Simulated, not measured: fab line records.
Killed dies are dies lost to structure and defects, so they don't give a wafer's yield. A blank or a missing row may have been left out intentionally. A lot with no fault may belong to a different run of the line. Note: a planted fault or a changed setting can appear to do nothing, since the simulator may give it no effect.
One fault through the eyes of 2 desks    flow berkeleyCmos170    only its own numbers are on each desk; what lay behind them is given at the end

## DESK OF THE TOOL OWNER: pecvd-04
The tool's own readings at UCB170_SPACER_CVD_00 (deposits SiO2 from TEOS/O2, target thk 376 nm, time 47 s): means of the sampled wafers that have a number, for each lot that ran on this tool. If a lot's mean is further than 4 standard deviations from the usual mean, the lot is out of limits and carries the mark OUT (the distance appears in the brackets).
Columns: A = heaterPowerW at UCB170_SPACER_CVD_00, usual 255 W; B = rfFwdPowerW at UCB170_SPACER_CVD_00, usual 544.2 W
lot   first seen here  A    B
L873  day 8 02:02      265  542.6
L877  day 9 11:01      238  545.3
L878  day 9 11:46      284  544.0
L888  day 12 00:41     164  765.1 (+99 or more) OUT
L890  day 12 11:34     184  764.1 (+99 or more) OUT
Finding of this desk: L888, L890 out of limits; the first was L888 at day 12 00:41, on rfFwdPowerW at UCB170_SPACER_CVD_00. In limits: L873, L877, L878.

## AT THE METROLOGY DESK
What the gauges read, lot by lot, whatever tool the lot ran on: means of the sampled wafers that have a number. If a lot's mean is further than 4 standard deviations from the usual mean, the lot is out of limits and carries the mark OUT (the distance appears in the brackets).
Columns: A = START_OXIDE_THK at UCB170_START_THK_MEAS_03, usual 20.2 nm; B = SPACER_TEOS_THK at UCB170_SPACER_THK_MEAS_01, usual 377 nm; C = M1_AL_THK at UCB170_M1_THK_MEAS_02, usual 604 nm
lot   first seen here  A     B               C
L872  day 1 20:40      20.7  381             597
L873  day 2 00:41      19.8  381             615
L874  day 2 05:53      20.4  384             608
L875  day 2 12:04      20.1  380             604
L877  day 2 22:01      20.1  376             614
L878  day 3 04:41      20.5  379             598
L879  day 3 04:41      20.7  377             591
L880  day 3 12:15      19.3  372             601
L883  day 4 02:04      20.4  376             610
L888  day 5 06:48      20.1  413 (+7.1) OUT  607
L890  day 5 15:08      20.4  417 (+7.8) OUT  602
L892  day 6 00:39      20.0  376             609
L893  day 6 06:40      21.1  379             599
L894  day 6 12:09      19.9  378             608
This desk's finding: out of limits on L888, L890; first on L888, day 12 00:44 (SPACER_TEOS_THK at UCB170_SPACER_THK_MEAS_01). In limits: L872, L873, L874, L875, L877, L878, L879, L880, L883, L892, L893, L894.

## BROUGHT TOGETHER
The tool owner's desk could have raised an alarm at day 12 00:41, on L888, L890.
An alarm was possible from the metrology desk at day 12 00:44, on L888, L890.
Every lot named ran UCB170_SPACER_CVD_00 on pecvd-04.

## WHAT THE SIMULATOR HAD PUT IN
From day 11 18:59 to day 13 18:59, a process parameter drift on pecvd-04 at UCB170_SPACER_CVD_00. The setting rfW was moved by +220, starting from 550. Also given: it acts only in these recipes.
Struck lots among those shown: L888, L890.
Time in hours from fault onset to the first out-of-limits reading at each desk: tool owner's desk 6, metrology desk 6.
